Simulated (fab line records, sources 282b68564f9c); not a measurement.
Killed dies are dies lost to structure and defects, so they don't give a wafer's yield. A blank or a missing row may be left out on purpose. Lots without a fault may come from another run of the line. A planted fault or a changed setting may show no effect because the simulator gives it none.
A struck lot beside a sound one | flow rit_cmos | 21 steps out of a route of 202
Sound: wafers L277.3, L277.5, L277.6. Struck: wafers L286.2, L286.3, L286.6. The cause comes at the end.
At each step with rows: each side's tool, then ch and its chambers, then its first start. Under that, the readings that differ: sound wafers | struck wafers | difference of the means | sigmas: that difference in standard deviations of wafers without a fault.
alike: readings whose means differ by less than 2 such deviations, and words and numbers that are the same on both sides. not compared: withheld readings, readings that some wafer has no value for, bounds like >300 that may hide the same value, and numbers for which the record gives no deviation and whose values overlap.
The two part at a step that has a row with sigmas, a row that says differs or no value, or rows on one side only. Numbers that don't overlap but have no deviation are shown without sigmas and don't part them. A reading that every wafer of one side lacks parts them only if that side has two wafers or more.

first, 6 steps without rows for these wafers: RIT_NSD_HMDS_00 (prime time 60 s); RIT_NSD_COAT_01 (resist thk 1000 nm); RIT_NSD_SOFTBAKE_02 (time 60 s); RIT_NSD_EXPOSE_03 (exposes mask M9, target cd 40700 nm); RIT_NSD_PEB_04; RIT_NSD_DEVELOP_05 (develop time 50 s).
RIT_NSD_OVL_MEAS_06:
  sound on overlay-01, day 3 15:46; struck on overlay-01, day 5 10:06
  alike: NSD_OVL
then, 2 steps without rows for these wafers: RIT_NSD_HARDBAKE_07 (time 60 s); RIT_NSD_IMPLANT_08.
RIT_NSD_STRIP_09: strips in O2, time 180 s.
  sound on plasma_asher-03 ch 0,1, day 3 16:09; struck on plasma_asher-04 ch 0,1, day 5 10:26
  alike: drypump_motor_current_A
  not compared: rf_hours_counter_h
RIT_NSD_TW_MEAS_10:
  sound on film_metro-01, day 3 16:17; struck on film_metro-01, day 5 10:37
  reading | sound          | struck         | difference | sigmas
  NSD_TW  | 3120 3134 3129 | 3106 3098 3102 | -26        | -2
then, 1 step without rows for these wafers: RIT_PSD_HMDS_00 (prime time 60 s).
RIT_PSD_COAT_01: resist thk 1000 nm.
  sound on litho_track-03 ch 0, day 3 16:34; struck on litho_track-02 ch 0, day 5 10:50
  reading                                  | sound                | struck               | difference | sigmas
  spin_speed_rpm (rpm)                     | 3252.9 3257.3 3248.7 | 4150.0 4147.3 4146.0 | +894.8     | +99 or more
  model.NOVOLAK_of_PSD_COAT_01.thk_nm (nm) | 1002 1003 1005       | 888.9 888.2 891.4    | -113.8     |
  alike: chill_plate_temp_C
then, 4 steps without rows for these wafers: RIT_PSD_SOFTBAKE_02 (time 60 s); RIT_PSD_EXPOSE_03 (exposes mask M10, target cd 40900 nm); RIT_PSD_PEB_04; RIT_PSD_DEVELOP_05 (develop time 50 s).
RIT_PSD_OVL_MEAS_06:
  sound on overlay-01, day 3 17:28; struck on overlay-01, day 5 11:39
  alike: PSD_OVL
RIT_PSD_HARDBAKE_07: time 60 s.
  sound on litho_track-04 ch 0, day 3 17:32; struck on litho_track-02 ch 0, day 5 11:43
  reading                                  | sound             | struck          | difference | sigmas
  model.NOVOLAK_of_PSD_COAT_01.thk_nm (nm) | 885.4 886.3 888.5 | 786.6 786 788.8 | -99.6      |
  alike: chill_plate_temp_C
then, 1 step without rows for these wafers: RIT_PSD_IMPLANT_08.
RIT_M1_PROBE_99:
  sound on prober-01, day 4 02:04; struck on prober-01, day 5 20:14
  alike: killed_at_contacts, killed_at_front_end, killed_dies, killed_on_rim, killed_open, killed_short

WHERE THEY PART
First at RIT_NSD_TW_MEAS_10; last, within this record, at RIT_PSD_COAT_01. Later steps at which nothing parts them and some readings are alike: RIT_PSD_OVL_MEAS_06, RIT_PSD_HARDBAKE_07, RIT_M1_PROBE_99.

WHY: what the simulator had put in
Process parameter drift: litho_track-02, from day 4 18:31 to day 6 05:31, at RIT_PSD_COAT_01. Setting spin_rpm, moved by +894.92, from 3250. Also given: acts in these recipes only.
